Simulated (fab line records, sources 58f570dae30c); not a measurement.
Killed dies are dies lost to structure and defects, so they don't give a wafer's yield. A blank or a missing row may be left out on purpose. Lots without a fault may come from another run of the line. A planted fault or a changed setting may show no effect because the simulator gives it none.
Split-lot experiment | flow berkeley_cmos170 | 5 lots, 23 wafers read, on a route of 331 steps

THE SPLIT
At UCB170_M2_SPUTTER_01 (material Al, target thk 900 nm, time 120 s), the setting time_s was moved away from the recipe's 120 s on 8 of the 23 wafers read, by -7.6% to +5.4%. The other wafers ran this setting at the recipe's value.

FROM THE SPLIT TO THE READING: what the file shows between them, 1 step
- UCB170_M2_RS_MEAS_02: measures by four-point-probe

THE READING
M2_AL_THK, in nm, at UCB170_M2_THK_MEAS_03 (measures by xrf). Fault-free wafers of this fab line usually give 890 nm, standard deviation 11 nm.

wafer  | tool, chamber at the split | time_s as run, s | against the recipe | M2_AL_THK, nm | against lot-mates on the recipe
L074.1 | pvd_sputter-02, -          | 120              | recipe             | 871           | -
L074.5 | pvd_sputter-02, -          | 120              | recipe             | 874           | -
L074.6 | pvd_sputter-02, -          | 120              | recipe             | 876           | -
L076.1 | pvd_sputter-02, -          | 120              | recipe             | 892           | -
L076.3 | pvd_sputter-02, -          | 114.2            | -4.8%              | 840           | -48
L076.4 | pvd_sputter-02, -          | 120              | recipe             | 883           | -
L076.5 | pvd_sputter-02, -          | 114.2            | -4.8%              | 841           | -46
L076.6 | pvd_sputter-02, -          | 114.2            | -4.8%              | 842           | -46
L079.2 | pvd_sputter-03, -          | 126.5            | +5.4%              | 957           | +45
L079.3 | pvd_sputter-03, -          | 126.5            | +5.4%              | 960           | +48
L079.4 | pvd_sputter-03, -          | 120              | recipe             | 917           | -
L079.5 | pvd_sputter-03, -          | 120              | recipe             | 907           | -
L079.6 | pvd_sputter-03, -          | 126.5            | +5.4%              | 966           | +54
L080.1 | pvd_sputter-01, -          | 120              | recipe             | 893           | -
L080.2 | pvd_sputter-01, -          | 120              | recipe             | 887           | -
L080.3 | pvd_sputter-01, -          | 120              | recipe             | 892           | -
L080.4 | pvd_sputter-01, -          | 120              | recipe             | 879           | -
L080.6 | pvd_sputter-01, -          | 120              | recipe             | 881           | -
L083.1 | pvd_sputter-02, -          | 120              | recipe             | 879           | -
L083.2 | pvd_sputter-02, -          | 120              | recipe             | 885           | -
L083.3 | pvd_sputter-02, -          | 110.9            | -7.6%              | 813           | -68
L083.4 | pvd_sputter-02, -          | 110.9            | -7.6%              | 820           | -61
L083.5 | pvd_sputter-02, -          | 120              | recipe             | 878           | -

THE FIT
A straight line over all 23 wafers: M2_AL_THK changes by +10.9 nm for each +1% of time_s; r = +0.95; the points scatter about the line by 12 nm.
The same after taking each lot's own level away (the mean of its wafers on the recipe; 23 wafers): +8.95 nm for each +1%; r = +0.99; scatter 4.5 nm.
On that fit, the largest move of time_s shifts the reading by 68 nm.
The lots' own levels span 873.7 to 912.0 nm, that is 3.5 times the standard deviation above.
So the lot-to-lot level changes the slope: the two fits differ.
Check: with one of the wafers moved furthest among these (-7.6%) left out of the fit, the line predicts -67.9 nm for it against its lot-mates. It came out at -67.7 nm against them.

OTHER SPLITS ON THESE WAFERS
These wafers also went through other splits before the reading. Each is held against what the fit with the lots' levels taken away leaves over:
other split on the same wafers   | wafers away from the commonest value | r with M2_AL_THK (lot level and that fit taken away)
UCB170_CONTACT_EXPOSE_12 dose_mj | 8                                    | -0.12
UCB170_CONTACT_ETCH_18 time_s    | 7                                    | -0.18
UCB170_V1_ETCH_14 time_s         | 8                                    | +0.22

THE WHOLE CHAIN: every reading that the file lists as answering this split, in the file's order
step                  | what it does                               | reading                                                                     | change (the file's fit)               | r (the file's)
UCB170_M2_SPUTTER_01  | material Al, target thk 900 nm, time 120 s | Al_of_M2_SPUTTER_01.thk_nm (the simulator's own value, which no gauge read) | +8.87 nm for each +1% of the setting  | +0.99
UCB170_M2_RS_MEAS_02  | measures by four-point-probe               | M2_AL_RS                                                                    | -0.000327 for each +1% of the setting | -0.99
UCB170_M2_THK_MEAS_03 | measures by xrf                            | M2_AL_THK                                                                   | +8.89 for each +1% of the setting     | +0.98

THE FILE'S OWN FIT
M2_AL_THK changes by +8.89 nm for each +1% of time_s, r = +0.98.
